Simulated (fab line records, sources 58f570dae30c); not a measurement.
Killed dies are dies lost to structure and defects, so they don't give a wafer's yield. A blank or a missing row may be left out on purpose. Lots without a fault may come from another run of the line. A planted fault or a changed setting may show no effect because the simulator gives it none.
Which tool did it? | flow berkeley_cmos170 | 14 lots, 42 wafers sampled, at 4 steps of a route of 331

WHAT THE GAUGES READ, wafer by wafer
UCB170_PWELL_TW_MEAS_17. Usual: PWELL_TW 382.4, standard deviation 1.9.
lot  | measured    | on            | PWELL_TW          | flag
L303 | day 3 09:49 | film_metro-01 | 380.4 380.2 381.4 |
L305 | day 3 13:22 | film_metro-03 | 379.4 379.9 380.4 |
L306 | day 3 20:21 | film_metro-04 | 383.0 382.8 383.7 |
L307 | day 3 20:11 | film_metro-03 | 379.4 381.6 380.7 |
L308 | day 4 06:58 | film_metro-04 | 382.0 385.7 383.1 |
L311 | day 4 21:58 | film_metro-03 | 383.9 383.2 383.2 |
L316 | day 5 17:54 | film_metro-04 | 384.1 385.8 383.5 |
L315 | day 5 21:02 | film_metro-03 | 385.1 384.6 384.9 |
L320 | day 6 10:07 | film_metro-03 | 382.7 384.5 381.8 |
L321 | day 6 21:56 | film_metro-03 | 383.0 381.2 381.7 |
L322 | day 7 08:47 | film_metro-01 | 381.1 384.8 382.2 |
L323 | day 7 09:04 | film_metro-01 | 380.3 382.3 380.3 |
L324 | day 7 10:25 | film_metro-01 | 380.2 377.9 379.2 |
L326 | day 7 17:40 | film_metro-03 | 381.6 381.8 380.4 |

UCB170_SACOX_THK_MEAS_02. Usual: SACOX_OXIDE_THK 14.35 nm, standard deviation 0.27.
lot  | measured    | on            | SACOX_OXIDE_THK (nm) | flag
L303 | day 5 11:53 | film_metro-01 | 14.23 14.57 14.16    |
L305 | day 5 17:25 | film_metro-02 | 14.23 14.07 14.17    |
L306 | day 5 17:25 | film_metro-03 | 14.31 14.63 14.10    |
L307 | day 5 17:25 | film_metro-01 | 14.56 14.98 14.60    |
L308 | day 6 20:37 | film_metro-01 | 14.23 14.22 14.53    |
L311 | day 6 20:37 | film_metro-03 | 14.49 14.45 14.42    |
L320 | day 8 15:43 | film_metro-02 | 13.98 14.17 14.00    |
L321 | day 8 23:51 | film_metro-03 | 14.60 14.61 14.85    |
L322 | day 9 06:10 | film_metro-01 | 13.79 13.97 14.14    |
L323 | day 9 06:10 | film_metro-03 | 14.31 14.16 14.24    |
L324 | day 9 12:26 | film_metro-01 | 13.95 14.07 13.90    |
L326 | day 9 19:16 | film_metro-02 | 14.02 13.92 14.05    |

UCB170_SCREENOX_THK_MEAS_02. Usual: SCREENOX_OXIDE_THK 14.2 nm, standard deviation 0.33.
lot  | measured    | on            | SCREENOX_OXIDE_THK (nm) | flag
L303 | day 5 16:09 | film_metro-02 | 13.9 14.1 14.2          |
L305 | day 5 22:37 | film_metro-02 | 14.1 13.9 14.0          |
L306 | day 5 22:37 | film_metro-04 | 14.3 14.2 14.2          |
L307 | day 5 22:37 | film_metro-01 | 15.0 14.5 14.7          |
L308 | day 7 01:10 | film_metro-04 | 14.8 14.8 14.8          |
L311 | day 7 01:10 | film_metro-02 | 13.6 13.9 13.9          |
L320 | day 8 20:14 | film_metro-02 | 14.2 14.5 14.3          |
L321 | day 9 08:10 | film_metro-02 | 14.1 14.4 14.2          |
L322 | day 9 08:12 | film_metro-04 | 13.7 13.6 13.9          |
L323 | day 9 08:12 | film_metro-01 | 13.8 13.9 13.8          |
L324 | day 9 17:17 | film_metro-01 | 14.2 14.5 14.2          |
L326 | day 9 23:17 | film_metro-01 | 14.5 14.5 14.4          |

WHICH TOOL RAN EACH LOT (tool, then ch and the chambers of the sampled wafers, then the start)
lot  | UCB170_PWELL_OXIDATION_02
L303 | furnace-04 ch 0, day 2 23:19
L305 | furnace-02 ch 0, day 3 02:20
L306 | furnace-03 ch 0, day 3 10:10
L307 | furnace-03 ch 0, day 3 10:10
L308 | furnace-04 ch 0, day 3 18:31
L311 | furnace-02 ch 0, day 4 12:26
L316 | furnace-03, day 5 08:28
L315 | furnace-04, day 5 11:53
L320 | furnace-02 ch 0, day 6 01:07
L321 | furnace-04 ch 0, day 6 15:46
L322 | furnace-03 ch 0, day 6 20:36
L323 | furnace-03 ch 0, day 6 20:36
L324 | furnace-04 ch 0, day 7 02:22
L326 | furnace-04 ch 0, day 7 08:43
- UCB170_PWELL_OXIDATION_02: target thk 26.4 nm, ox time 1260 s.

WHAT THE TOOLS THEMSELVES READ (means of the sampled wafers that have a number; where no wafer has one, the mark that the record gives instead)
UCB170_PWELL_OXIDATION_02. Usual: ox_temp_c 1000.0 C, standard deviation 0.46; ox_temp_c_max 1005.4, standard deviation 1.6; zone_power_load_pct 36 %, standard deviation 3.2.
lot  | tool       | ox_temp_c (C) | ox_temp_c_max | zone_power_load_pct (%) | flag
L303 | furnace-04 | 1000.0        | 1003.5        | 38                      |
L305 | furnace-02 | 1000.3        | 1006.5        | 38                      |
L306 | furnace-03 | 999.6         | 1005.9        | 31                      |
L307 | furnace-03 | 999.7         | 1005.0        | 31                      |
L308 | furnace-04 | 1000.1        | 1003.9        | 37                      |
L311 | furnace-02 | 1000.4        | 1007.0        | 39                      |
L316 | furnace-03 | -             | -             | -                       | OFF
L315 | furnace-04 | -             | -             | -                       | OFF
L320 | furnace-02 | 1000.2        | 1006.5        | 38                      |
L321 | furnace-04 | 999.5         | 1003.5        | 37                      |
L322 | furnace-03 | 999.3         | 1005.7        | 31                      |
L323 | furnace-03 | 999.4         | 1005.1        | 31                      |
L324 | furnace-04 | 1000.3        | 1003.4        | 38                      |
L326 | furnace-04 | 999.8         | 1003.4        | 37                      |

THE ANSWER, worked out from the rows above alone
Rule: a lot is off if the mean of its wafers that have a number lies more than 3 standard deviations from the usual mean. A lot without any number at a reading at which 4 lots or more have one is off too. The other lots that the step has rows for count as sound. The gauges are gone through in route order, then the tools' own readings, and for those a lot's mean is taken as printed above. The first step at which some lot is off is used, and at that step the reading that is off furthest; a lot without a number counts as furthest.
Off: L316, L315, at UCB170_PWELL_OXIDATION_02 (ox_temp_c). Without a number there: L316, L315.
A tool fits if, at that step or a process step before it, it ran every lot that is off, and no sound lot after the first of them. None of those tried fits.

WHAT THE SIMULATOR HAD PUT IN
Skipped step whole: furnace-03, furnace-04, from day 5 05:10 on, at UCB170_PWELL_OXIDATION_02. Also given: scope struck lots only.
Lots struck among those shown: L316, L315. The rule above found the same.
